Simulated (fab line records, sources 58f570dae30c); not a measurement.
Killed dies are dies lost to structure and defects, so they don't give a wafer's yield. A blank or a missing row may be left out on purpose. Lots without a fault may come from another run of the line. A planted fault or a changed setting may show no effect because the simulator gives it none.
Which tool did it? | flow berkeley_cmos170 | 15 lots, 45 wafers sampled, at 5 steps of a route of 331

WHAT THE GAUGES READ, wafer by wafer
UCB170_SACOX_THK_MEAS_02.
lot  | measured     | on            | SACOX_OXIDE_THK (nm)
L861 | day 6 02:01  | film_metro-03 | 14.46 14.27 14.33
L862 | day 6 01:59  | film_metro-04 | 14.12 14.02 13.91
L863 | day 6 14:19  | film_metro-03 | 14.68 14.89 14.63
L864 | day 6 23:31  | film_metro-02 | 14.39 14.18 14.46
L867 | day 7 09:23  | film_metro-02 | 14.52 13.97 14.23
L870 | day 7 21:29  | film_metro-04 | 14.20 14.26 14.02
L872 | day 8 17:58  | film_metro-04 | 14.00 14.12 14.12
L874 | day 9 05:19  | film_metro-04 | 14.61 14.76 14.68
L875 | day 9 05:20  | film_metro-02 | 14.32 14.26 14.14
L878 | day 9 20:48  | film_metro-03 | 14.28 14.31 14.10
L877 | day 9 20:52  | film_metro-03 | 13.96 14.04 14.26
L879 | day 9 20:47  | film_metro-02 | 14.01 13.79 13.95
L882 | day 10 07:55 | film_metro-02 | 14.45 14.15 14.04
L883 | day 10 07:55 | film_metro-03 | 14.04 14.51 14.25
L881 | day 10 07:52 | film_metro-03 | 14.04 14.31 14.34

UCB170_FIELD_THK_MEAS_91.
lot  | measured     | on            | FIELD_OXIDE_LEFT_2_THK (nm)
L861 | day 6 21:15  | film_metro-04 | 361 362 365
L862 | day 6 21:04  | film_metro-03 | 352 351 358
L863 | day 7 10:40  | film_metro-01 | 367 373 358
L864 | day 7 14:55  | film_metro-04 | 348 345 348
L867 | day 7 23:28  | film_metro-03 | 362 353 351
L870 | day 8 16:10  | film_metro-04 | 337 332 344
L872 | day 9 06:37  | film_metro-01 | 355 362 367
L874 | day 9 22:15  | film_metro-03 | 359 345 352
L875 | day 9 22:47  | film_metro-03 | 351 359 350
L878 | day 10 10:04 | film_metro-01 | 362 360 365
L877 | day 10 10:26 | film_metro-03 | 353 345 350
L879 | day 10 10:41 | film_metro-04 | 358 362 365
L882 | day 10 21:07 | film_metro-01 | 331 337 342
L883 | day 10 21:20 | film_metro-04 | 356 354 366
L881 | day 10 21:04 | film_metro-04 | 361 366 358

UCB170_GATE_THK_MEAS_05.
lot  | measured     | on            | GATE_POLY_THK (nm)
L861 | day 7 11:22  | film_metro-03 | 210.6 210.5 211.1
L862 | day 7 11:21  | film_metro-02 | 214.1 213.6 216.4
L863 | day 8 00:28  | film_metro-04 | 212.6 211.1 210.2
L864 | day 8 00:31  | film_metro-02 | 212.5 216.7 212.3
L867 | day 8 16:20  | film_metro-04 | 209.4 208.7 210.2
L870 | day 9 02:29  | film_metro-03 | 214.7 213.2 216.1
L872 | day 9 20:03  | film_metro-04 | 211.3 211.9 212.5
L874 | day 10 09:42 | film_metro-02 | 216.7 215.4 212.8
L875 | day 10 09:43 | film_metro-04 | 213.9 215.8 214.5
L878 | day 10 23:22 | film_metro-03 | 164.0 164.0 165.2
L877 | day 10 23:23 | film_metro-02 | 160.0 160.9 161.0
L879 | day 10 23:25 | film_metro-02 | 159.9 160.2 160.3
L882 | day 11 14:41 | film_metro-04 | 214.9 212.8 212.7
L883 | day 11 14:45 | film_metro-02 | 212.5 211.6 211.8
L881 | day 11 14:41 | film_metro-02 | 211.1 212.0 211.9

WHICH TOOL RAN EACH LOT (tool, then ch and the chambers of the sampled wafers, then the start)
lot  | UCB170_ACTIVE_ETCH_15             | UCB170_GATE_CVD_04
L861 | rie_diel-02 ch 1,2,3, day 5 00:32 | lpcvd-02 ch 0, day 7 09:57
L862 | rie_diel-04 ch 1,2,3, day 5 00:40 | lpcvd-02 ch 0, day 7 09:57
L863 | rie_diel-01 ch 1,2, day 5 09:09   | lpcvd-01 ch 1, day 7 23:04
L864 | rie_diel-04 ch 0,1,3, day 5 16:58 | lpcvd-01 ch 1, day 7 23:04
L867 | rie_diel-04 ch 1,3, day 6 05:19   | lpcvd-01 ch 1, day 8 14:56
L870 | rie_diel-04 ch 1,2, day 7 00:15   | lpcvd-02 ch 1, day 9 01:05
L872 | rie_diel-04 ch 0,3, day 7 17:05   | lpcvd-02 ch 1, day 9 18:38
L874 | rie_diel-04 ch 0,1,3, day 8 02:50 | lpcvd-02 ch 0, day 10 08:18
L875 | rie_diel-04 ch 1,2,3, day 8 03:17 | lpcvd-02 ch 1, day 10 08:18
L878 | rie_diel-04 ch 0,1, day 8 18:54   | lpcvd-02 ch 1, day 10 21:56
L877 | rie_diel-04 ch 0,1, day 8 19:36   | lpcvd-02 ch 1, day 10 21:56
L879 | rie_diel-02 ch 1,2,3, day 9 00:07 | lpcvd-02 ch 1, day 10 21:56
L882 | rie_diel-04 ch 1,2, day 9 08:35   | lpcvd-01 ch 0, day 11 13:17
L883 | rie_diel-02 ch 2,3, day 9 08:42   | lpcvd-01 ch 0, day 11 13:17
L881 | rie_diel-01 ch 0,2, day 9 08:59   | lpcvd-01 ch 0, day 11 13:17
- UCB170_ACTIVE_ETCH_15: etches Si3N4 in CH3F/Ar/O2, stops on SiO2, target depth 242 nm, time 151 s.
- UCB170_GATE_CVD_04: deposits poly-Si from SiH4, time 1440 s, target thk 214 nm.

WHAT THE TOOLS THEMSELVES READ (means of the sampled wafers that have a number; where no wafer has one, the mark that the record gives instead)
UCB170_ACTIVE_ETCH_15.
lot  | tool        | O2_flow_sccm (sccm) | chamber_pressure_mTorr (mTorr) | drypump_motor_current_A (A) | oes_product_au (a.u.) | throttle_valve_pct (%)
L861 | rie_diel-02 | 6.977               | 50.01                          | 5.9                         | 0.931                 | 8.02
L862 | rie_diel-04 | 6.995               | 50.04                          | 6.1                         | 0.936                 | 8.03
L863 | rie_diel-01 | 6.988               | 50.04                          | 5.8                         | 0.942                 | 8.18
L864 | rie_diel-04 | 7.003               | 50.00                          | 5.7                         | 0.947                 | 7.98
L867 | rie_diel-04 | 7.003               | 50.03                          | 5.9                         | 0.955                 | 8.08
L870 | rie_diel-04 | 6.983               | 49.98                          | 6.3                         | 0.936                 | 7.97
L872 | rie_diel-04 | 7.014               | 49.96                          | 5.4                         | 0.937                 | 7.94
L874 | rie_diel-04 | 6.997               | 50.04                          | 5.7                         | 0.958                 | 7.97
L875 | rie_diel-04 | 7.002               | 49.95                          | 6.1                         | 0.938                 | 8.02
L878 | rie_diel-04 | 7.005               | 49.99                          | 5.7                         | 0.951                 | 7.91
L877 | rie_diel-04 | 7.000               | 49.98                          | 5.7                         | 0.961                 | 7.89
L879 | rie_diel-02 | 6.995               | 50.01                          | 5.9                         | 0.951                 | 8.02
L882 | rie_diel-04 | 7.013               | 49.97                          | 6.3                         | 0.936                 | 7.96
L883 | rie_diel-02 | 6.981               | 49.93                          | 5.5                         | 0.981                 | 8.05
L881 | rie_diel-01 | 7.012               | 49.97                          | 6.1                         | 0.933                 | 8.13

UCB170_GATE_CVD_04.
lot  | tool     | spike_tc_centre_C (C) | spike_tc_load_C (C) | spike_tc_source_C (C) | susceptor_temp_C (C)
L861 | lpcvd-02 | 611.9                 | 631.5               | 628.4                 | 609.83
L862 | lpcvd-02 | 614.0                 | 630.7               | 629.0                 | 610.09
L863 | lpcvd-01 | 613.7                 | 631.7               | 629.7                 | 609.87
L864 | lpcvd-01 | 613.1                 | 631.1               | 629.3                 | 609.82
L867 | lpcvd-01 | 611.9                 | 630.3               | 628.9                 | 610.10
L870 | lpcvd-02 | 613.6                 | 632.4               | 629.4                 | 610.03
L872 | lpcvd-02 | 614.4                 | 633.2               | 629.6                 | 610.23
L874 | lpcvd-02 | 613.0                 | 629.9               | 630.8                 | 609.76
L875 | lpcvd-02 | 613.0                 | 633.0               | 628.6                 | 609.93
L878 | lpcvd-02 | 601.6                 | 620.8               | 616.4                 | 598.20
L877 | lpcvd-02 | 601.6                 | 620.9               | 615.9                 | 597.95
L879 | lpcvd-02 | 600.8                 | 621.1               | 616.4                 | 598.30
L882 | lpcvd-01 | 612.6                 | 631.4               | 629.1                 | 610.08
L883 | lpcvd-01 | 613.2                 | 632.3               | 628.6                 | 610.19
L881 | lpcvd-01 | 613.8                 | 632.7               | 629.0                 | 610.00

THE ANSWER, worked out from the rows above alone
Rule: what is usual is taken from the lots themselves. Put in order of their means at a reading, lots are off if they are a third of the lots or fewer, leave a main group of 4 or more, and stand apart from it by a gap of 3 or more times the standard deviation of the main group's means; of several such gaps the widest counts. A main group whose means are all the same, to the digits that the tables above print for the reading, isn't used. A lot without any number at a reading at which 4 lots or more have one is off too. The other lots that the step has rows for count as sound. The gauges are gone through in route order, then the tools' own readings, and for those a lot's mean is taken as printed above. The first step at which some lot is off is used, and at that step the reading that is off furthest; a lot without a number counts as furthest.
Off: L878, L877, L879, at UCB170_GATE_THK_MEAS_05 (GATE_POLY_THK). The main group: mean 212.8 nm, standard deviation 1.8.
A tool fits if, at a process step before that reading, it ran every lot that is off, and no sound lot after the first of them. The gauges at UCB170_GATE_THK_MEAS_05 aren't tried: what is off there is off at UCB170_GATE_CVD_04 too, on other tools, and a gauge's error can't cause that. One fits: lpcvd-02 at UCB170_GATE_CVD_04. Its last sound lot is L874 (day 10 08:18), its first lot that is off L877 (day 10 21:56): a fault that began between those two fits.
The tool's own readings at UCB170_GATE_CVD_04 bear it out: on the lots that are off they differ by more than 5 times the standard deviation of the sound lots' means. spike_tc_centre_C reads 601.3 C there against 613.2 C on the sound lots; spike_tc_load_C reads 620.9 C there against 631.7 C on the sound lots; spike_tc_source_C reads 616.2 C there against 629.2 C on the sound lots; susceptor_temp_C reads 598.15 C there against 609.99 C on the sound lots.

WHAT THE SIMULATOR HAD PUT IN
Process parameter drift: lpcvd-02, from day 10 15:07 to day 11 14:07, at UCB170_GATE_CVD_04. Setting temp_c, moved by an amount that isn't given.
Lots struck among those shown: L879, L878, L877. The rule above found the same.
